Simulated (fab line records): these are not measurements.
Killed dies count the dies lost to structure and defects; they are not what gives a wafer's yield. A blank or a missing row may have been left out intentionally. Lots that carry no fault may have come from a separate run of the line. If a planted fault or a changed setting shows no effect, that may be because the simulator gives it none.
Chamber matching ; flow ritCmos ; rieSi-01 running RIT_GATE_ETCH_19: 4 sister chambers
The step etches poly-Si in SF6/CHF3/O2, stops on SiO2, time 165 s, target depth 312.5 nm. 4 wafers are shown with their chamber, then 7 later ones without.

## WAFERS PAIRED WITH THEIR CHAMBERS
wafer;chamber;drypumpMotorCurrentA (A)
L852.4;1;5.77
L862.3;0;6.11
L866.1;3;5.44
L866.2;2;6.34

## WAFERS WITH NO CHAMBER GIVEN
wafer;drypumpMotorCurrentA (A)
L866.5;6.35
L868.4;5.38
L868.5;6.29
L868.6;5.79
L870.1;5.45
L870.5;5.79
L870.6;6.32

## CHAMBER TAKEN BY EACH
wafer;from the rows above;in truth
L866.5;2;2
L868.4;3;3
L868.5;2;2
L868.6;1;1
L870.1;3;3
L870.5;1;1
L870.6;2;2
Correctly placed: 7 of 7. Left unplaced by these rows: 0. 0 placed wrongly.
How it was worked out, from the rows above alone: a wafer's distance from a chamber is the root of the sum, over the readings, of the square of ((its reading less the chamber's mean) divided by the reading's scatter). If the next closest chamber is less than 2 further off than the closest, the wafer can't be placed; otherwise it belongs to the closest. For every chamber, the mean is computed from those of its wafers that are shown. The scatter: with one shown wafer a chamber, the root of the mean of the squares of how far each hidden wafer lies from its nearest shown one.
